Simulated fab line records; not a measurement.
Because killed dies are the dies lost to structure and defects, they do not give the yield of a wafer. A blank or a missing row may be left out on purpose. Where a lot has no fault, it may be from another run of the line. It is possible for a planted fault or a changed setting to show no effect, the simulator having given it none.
Check for tools in common + flow rit cmos + 13 lots, 39 wafers sampled

## THE REASON FOR OPENING IT
RIT_GATE_THK_MEAS_09, reading GATE_POLY_THK: flagged on 1 of 13 lots. Wafers without a fault read 248.0 nm, standard deviation 2.9.
Rule: a lot is flagged when every wafer of it that has a number lies more than 4 standard deviations from that mean, or none has a number. The other lots count as sound.

| lot  | measured    | on            | GATE_POLY_THK (nm), wafer by wafer | flag    |
|------|-------------|---------------|------------------------------------|---------|
| L902 | day 2 14:31 | film metro-03 | 247.4 248.8 247.4                  |         |
| L903 | day 2 19:22 | film metro-01 | 250.4 249.9 249.0                  |         |
| L905 | day 3 08:23 | film metro-03 | 247.6 246.0 247.9                  |         |
| L907 | day 3 18:33 | film metro-03 | 248.5 249.3 249.0                  |         |
| L906 | day 3 18:57 | film metro-02 | 246.5 247.7 248.7                  |         |
| L908 | day 3 20:10 | film metro-01 | 246.7 246.7 247.1                  |         |
| L909 | day 4 05:04 | film metro-02 | 244.9 245.0 247.4                  |         |
| L910 | day 4 09:04 | film metro-01 | 253.5 254.8 253.3                  |         |
| L912 | day 4 18:22 | film metro-02 | 252.4 251.5 251.8                  |         |
| L916 | day 5 13:30 | film metro-03 | 246.3 247.7 247.9                  |         |
| L922 | day 6 19:40 | film metro-02 | 250.1 249.5 251.1                  |         |
| L923 | day 6 23:59 | film metro-03 | 403.9 401.4 404.4                  | FLAGGED |
| L925 | day 7 09:03 | film metro-01 | 243.9 245.5 244.1                  |         |
On average the flagged lots' numbers are 403.2 nm, which is +155.2 nm against the usual, or +54 standard deviations.

## TOOL THAT RAN EACH LOT
Before the reading, the record contains 2 process steps out of a 202-step route. Every cell lists first the tool, next ch and the chambers used by the sampled wafers, and last the start.
| lot  | flag    | RIT_ACTIVE_STRIP_14                 | RIT_GATE_CVD_08            |
|------|---------|-------------------------------------|----------------------------|
| L902 |         | plasma asher-01 ch 0,1, day 1 15:07 | lpcvd-02 ch 1, day 2 12:52 |
| L903 |         | plasma asher-02 ch 0,1, day 1 20:26 | lpcvd-01 ch 1, day 2 16:56 |
| L905 |         | plasma asher-02 ch 0,1, day 2 06:05 | lpcvd-02 ch 0, day 3 06:45 |
| L907 |         | plasma asher-02 ch 0,1, day 2 17:47 | lpcvd-02 ch 0, day 3 16:55 |
| L906 |         | plasma asher-03 ch 0,1, day 2 15:52 | lpcvd-01 ch 0, day 3 16:29 |
| L908 |         | plasma asher-02 ch 0,1, day 2 21:42 | lpcvd-02 ch 1, day 3 18:32 |
| L909 |         | plasma asher-03 ch 0,1, day 3 01:58 | lpcvd-02 ch 1, day 4 02:37 |
| L910 |         | plasma asher-03 ch 0,1, day 3 06:50 | lpcvd-01 ch 1, day 4 07:26 |
| L912 |         | plasma asher-02 ch 0,1, day 3 18:22 | lpcvd-01 ch 0, day 4 15:56 |
| L916 |         | plasma asher-02 ch 0,1, day 4 13:44 | lpcvd-02 ch 1, day 5 11:52 |
| L922 |         | plasma asher-03 ch 0,1, day 5 19:26 | lpcvd-02 ch 1, day 6 18:03 |
| L923 | FLAGGED | plasma asher-01 ch 0,1, day 6 00:07 | lpcvd-01 ch 1, day 6 22:22 |
| L925 |         | plasma asher-01 ch 0,1, day 6 12:20 | lpcvd-02 ch 1, day 7 07:26 |
What is done by these steps:
- RIT_ACTIVE_STRIP_14: strips in O2, time 180 s.
- RIT_GATE_CVD_08: deposits poly-Si from SiH4, target thk 250 nm, time 2220 s.
- RIT_GATE_THK_MEAS_09

## FLAGGED AGAINST TOTAL, ONE TOOL AT A TIME (gauges that did the reading follow at the end)
| step                 | tool            | lots run | flagged | share of the flagged lots | sound lots run after its first flagged lot |
|----------------------|-----------------|----------|---------|---------------------------|--------------------------------------------|
| RIT_ACTIVE_STRIP_14  | plasma asher-01 | 3        | 1       | all                       | 1 (L925)                                   |
| RIT_ACTIVE_STRIP_14  | plasma asher-02 | 6        | 0       | none                      | -                                          |
| RIT_ACTIVE_STRIP_14  | plasma asher-03 | 4        | 0       | none                      | -                                          |
| RIT_GATE_CVD_08      | lpcvd-01        | 5        | 1       | all                       | 0                                          |
| RIT_GATE_CVD_08      | lpcvd-02        | 8        | 0       | none                      | -                                          |
| RIT_GATE_THK_MEAS_09 | film metro-01   | 4        | 0       | none                      | -                                          |
| RIT_GATE_THK_MEAS_09 | film metro-02   | 4        | 0       | none                      | -                                          |
| RIT_GATE_THK_MEAS_09 | film metro-03   | 5        | 1       | all                       | 0                                          |

## THE TABLE: WHAT IT ALLOWS
All flagged lots were run by 3 table rows, namely plasma asher-01 at RIT_ACTIVE_STRIP_14, lpcvd-01 at RIT_GATE_CVD_08, film metro-03 at RIT_GATE_THK_MEAS_09.
- plasma asher-01 at RIT_ACTIVE_STRIP_14: 1 of its 3 lots flagged. Sound lots followed the first flagged one (L925) on it, something a lasting fault affecting the whole tool could not allow.
- lpcvd-01 at RIT_GATE_CVD_08: 1 of its 5 lots flagged. It ran its last sound lot, L912, at day 4 15:56 and its first flagged lot, L923, at day 6 22:22: a fault with its onset between the two fits.
- film metro-03 at RIT_GATE_THK_MEAS_09: 1 of its 5 lots flagged. It ran its last sound lot, L916, at day 5 13:30 and its first flagged lot, L923, at day 6 23:59: a fault with its onset between the two fits.
These 2 tools cannot be told apart by counting lots, since each of them fits a fault that started at some hour. More lots, or a look at what each step does to the wafer, might.

## WHAT THE SIMULATOR HAD PUT IN
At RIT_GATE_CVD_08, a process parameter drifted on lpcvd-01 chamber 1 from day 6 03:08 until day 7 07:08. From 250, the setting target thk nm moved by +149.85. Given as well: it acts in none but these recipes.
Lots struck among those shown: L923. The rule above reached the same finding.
